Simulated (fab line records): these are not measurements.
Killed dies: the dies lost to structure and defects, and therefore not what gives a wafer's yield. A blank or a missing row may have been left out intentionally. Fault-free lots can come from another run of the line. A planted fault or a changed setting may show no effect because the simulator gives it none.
Split-lot experiment :: flow rit-cmos :: 23 wafers read across 5 lots, on a route 202 steps long

## THE SPLIT ITSELF
At RIT_PRETRO_COAT_01 (resist thk 1300 nm), the setting resist-thk-nm was moved away from the recipe's 1300 nm on 9 of the 23 wafers read, by -2.8% to +4.8%. The other wafers ran this setting at the recipe's value.

## FROM THE SPLIT TO THE READING: what the file shows between them, 3 steps
- RIT_PRETRO_SOFTBAKE_02: time 60 s
- RIT_PRETRO_EXPOSE_03: exposes mask M5, target cd 43700 nm
- RIT_PRETRO_DEVELOP_05: develop time 68 s

## THE READING
NOVOLAK_of_PRETRO_COAT_01.thk-nm (the simulator's own value, which no gauge read), in nm, at RIT_PRETRO_HARDBAKE_07 (time 120 s). No usual value for it is given in the file. Across the 14 wafers here that went through the recipe, the average is 1136 nm and the standard deviation 2.5 nm.

wafer: L078.2
tool, chamber at the split: litho-track-03, 0
resist-thk-nm as run, nm: 1300
against the recipe: recipe
NOVOLAK_of_PRETRO_COAT_01.thk-nm, nm: 1133
against lot-mates on the recipe: -

wafer: L078.5
tool, chamber at the split: litho-track-03, 0
resist-thk-nm as run, nm: 1300
against the recipe: recipe
NOVOLAK_of_PRETRO_COAT_01.thk-nm, nm: 1133
against lot-mates on the recipe: -

wafer: L078.3
tool, chamber at the split: litho-track-03, 0
resist-thk-nm as run, nm: 1322
against the recipe: +1.7%
NOVOLAK_of_PRETRO_COAT_01.thk-nm, nm: 1150
against lot-mates on the recipe: +16

wafer: L078.4
tool, chamber at the split: litho-track-03, 0
resist-thk-nm as run, nm: 1322
against the recipe: +1.7%
NOVOLAK_of_PRETRO_COAT_01.thk-nm, nm: 1152
against lot-mates on the recipe: +18

wafer: L078.6
tool, chamber at the split: litho-track-03, 0
resist-thk-nm as run, nm: 1300
against the recipe: recipe
NOVOLAK_of_PRETRO_COAT_01.thk-nm, nm: 1136
against lot-mates on the recipe: -

wafer: L080.1
tool, chamber at the split: litho-track-03, 0
resist-thk-nm as run, nm: 1300
against the recipe: recipe
NOVOLAK_of_PRETRO_COAT_01.thk-nm, nm: 1135
against lot-mates on the recipe: -

wafer: L080.4
tool, chamber at the split: litho-track-03, 0
resist-thk-nm as run, nm: 1300
against the recipe: recipe
NOVOLAK_of_PRETRO_COAT_01.thk-nm, nm: 1133
against lot-mates on the recipe: -

wafer: L080.5
tool, chamber at the split: litho-track-03, 0
resist-thk-nm as run, nm: 1300
against the recipe: recipe
NOVOLAK_of_PRETRO_COAT_01.thk-nm, nm: 1134
against lot-mates on the recipe: -

wafer: L081.1
tool, chamber at the split: litho-track-02, 0
resist-thk-nm as run, nm: 1300
against the recipe: recipe
NOVOLAK_of_PRETRO_COAT_01.thk-nm, nm: 1140
against lot-mates on the recipe: -

wafer: L081.2
tool, chamber at the split: litho-track-02, 0
resist-thk-nm as run, nm: 1363
against the recipe: +4.8%
NOVOLAK_of_PRETRO_COAT_01.thk-nm, nm: 1189
against lot-mates on the recipe: +50

wafer: L081.3
tool, chamber at the split: litho-track-02, 0
resist-thk-nm as run, nm: 1300
against the recipe: recipe
NOVOLAK_of_PRETRO_COAT_01.thk-nm, nm: 1139
against lot-mates on the recipe: -

wafer: L081.4
tool, chamber at the split: litho-track-02, 0
resist-thk-nm as run, nm: 1363
against the recipe: +4.8%
NOVOLAK_of_PRETRO_COAT_01.thk-nm, nm: 1192
against lot-mates on the recipe: +52

wafer: L081.5
tool, chamber at the split: litho-track-02, 0
resist-thk-nm as run, nm: 1363
against the recipe: +4.8%
NOVOLAK_of_PRETRO_COAT_01.thk-nm, nm: 1191
against lot-mates on the recipe: +52

wafer: L082.1
tool, chamber at the split: litho-track-02, 0
resist-thk-nm as run, nm: 1300
against the recipe: recipe
NOVOLAK_of_PRETRO_COAT_01.thk-nm, nm: 1140
against lot-mates on the recipe: -

wafer: L082.2
tool, chamber at the split: litho-track-02, 0
resist-thk-nm as run, nm: 1263
against the recipe: -2.8%
NOVOLAK_of_PRETRO_COAT_01.thk-nm, nm: 1110
against lot-mates on the recipe: -29

wafer: L082.5
tool, chamber at the split: litho-track-02, 0
resist-thk-nm as run, nm: 1263
against the recipe: -2.8%
NOVOLAK_of_PRETRO_COAT_01.thk-nm, nm: 1110
against lot-mates on the recipe: -29

wafer: L082.4
tool, chamber at the split: litho-track-02, 0
resist-thk-nm as run, nm: 1300
against the recipe: recipe
NOVOLAK_of_PRETRO_COAT_01.thk-nm, nm: 1138
against lot-mates on the recipe: -

wafer: L082.6
tool, chamber at the split: litho-track-02, 0
resist-thk-nm as run, nm: 1300
against the recipe: recipe
NOVOLAK_of_PRETRO_COAT_01.thk-nm, nm: 1139
against lot-mates on the recipe: -

wafer: L085.1
tool, chamber at the split: litho-track-02, 0
resist-thk-nm as run, nm: 1356
against the recipe: +4.3%
NOVOLAK_of_PRETRO_COAT_01.thk-nm, nm: 1189
against lot-mates on the recipe: +52

wafer: L085.2
tool, chamber at the split: litho-track-02, 0
resist-thk-nm as run, nm: 1300
against the recipe: recipe
NOVOLAK_of_PRETRO_COAT_01.thk-nm, nm: 1135
against lot-mates on the recipe: -

wafer: L085.4
tool, chamber at the split: litho-track-02, 0
resist-thk-nm as run, nm: 1356
against the recipe: +4.3%
NOVOLAK_of_PRETRO_COAT_01.thk-nm, nm: 1185
against lot-mates on the recipe: +48

wafer: L085.5
tool, chamber at the split: litho-track-02, 0
resist-thk-nm as run, nm: 1300
against the recipe: recipe
NOVOLAK_of_PRETRO_COAT_01.thk-nm, nm: 1137
against lot-mates on the recipe: -

wafer: L085.6
tool, chamber at the split: litho-track-02, 0
resist-thk-nm as run, nm: 1300
against the recipe: recipe
NOVOLAK_of_PRETRO_COAT_01.thk-nm, nm: 1138
against lot-mates on the recipe: -

THE FIT
A straight line over all 23 wafers: NOVOLAK_of_PRETRO_COAT_01.thk-nm changes by +10.9 nm for each +1% of resist-thk-nm; r = +0.99; the points scatter about the line by 3.1 nm.
The same after taking each lot's own level away (the mean of its wafers on the recipe; 23 wafers): +10.8 nm for each +1%; r = +1.00; scatter 1.8 nm.
That fit puts the effect of the largest move of resist-thk-nm on the reading at 52 nm.
Across the lots, their own levels run from 1134.0 to 1139.5 nm, a range of 2.2 times the standard deviation given above.
Consequently the slope shifts little with the lot-to-lot level, the two slopes agreeing.
Check: +53.1 nm against its lot-mates is what the line predicts for one of the wafers moved furthest among these (+4.8%) when that wafer is left out of the fit. Against them it came out at +49.5 nm.

## OTHER SPLITS APPLIED TO THESE WAFERS
Other splits were also applied to these wafers ahead of the reading. Each is held against what the fit with the lots' levels taken away leaves over:
other split on the same wafers: RIT_ACTIVE_CVD_03 pressure-mtorr
wafers away from the commonest value: 15
r with NOVOLAK_of_PRETRO_COAT_01.thk-nm (lot level and that fit taken away): +0.40

other split on the same wafers: RIT_ACTIVE_EXPOSE_08 dose-mj
wafers away from the commonest value: 9
r with NOVOLAK_of_PRETRO_COAT_01.thk-nm (lot level and that fit taken away): -0.37

other split on the same wafers: RIT_ACTIVE_ETCH_13 pressure-mtorr
wafers away from the commonest value: 5
r with NOVOLAK_of_PRETRO_COAT_01.thk-nm (lot level and that fit taken away): +0.13

other split on the same wafers: RIT_FOX2_OXIDATION_00 ox-time-s
wafers away from the commonest value: 15
r with NOVOLAK_of_PRETRO_COAT_01.thk-nm (lot level and that fit taken away): -0.35

other split on the same wafers: RIT_NWELL_IMPLANT_08 dose-cm2
wafers away from the commonest value: 10
r with NOVOLAK_of_PRETRO_COAT_01.thk-nm (lot level and that fit taken away): -0.07

other split on the same wafers: RIT_PWELL_SOFTBAKE_02 temp-c
wafers away from the commonest value: 5
r with NOVOLAK_of_PRETRO_COAT_01.thk-nm (lot level and that fit taken away): -0.24

other split on the same wafers: RIT_PWELL_IMPLANT_08 energy-kev
wafers away from the commonest value: 9
r with NOVOLAK_of_PRETRO_COAT_01.thk-nm (lot level and that fit taken away): +0.35

## THE WHOLE CHAIN: every reading that the file lists as answering this split, in the file's order
step: RIT_PRETRO_COAT_01
what it does: resist thk 1300 nm
reading: NOVOLAK_of_PRETRO_COAT_01.thk-nm (the simulator's own value, which no gauge read)
change (the file's fit): +12.6 nm for each +1% of the setting
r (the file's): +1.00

step: RIT_PRETRO_HARDBAKE_07
what it does: time 120 s
reading: NOVOLAK_of_PRETRO_COAT_01.thk-nm (the simulator's own value, which no gauge read)
change (the file's fit): +10.9 nm for each +1% of the setting
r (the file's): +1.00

## THE FILE'S OWN FIT
NOVOLAK_of_PRETRO_COAT_01.thk-nm changes by +10.9 nm for each +1% of resist-thk-nm, r = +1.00.
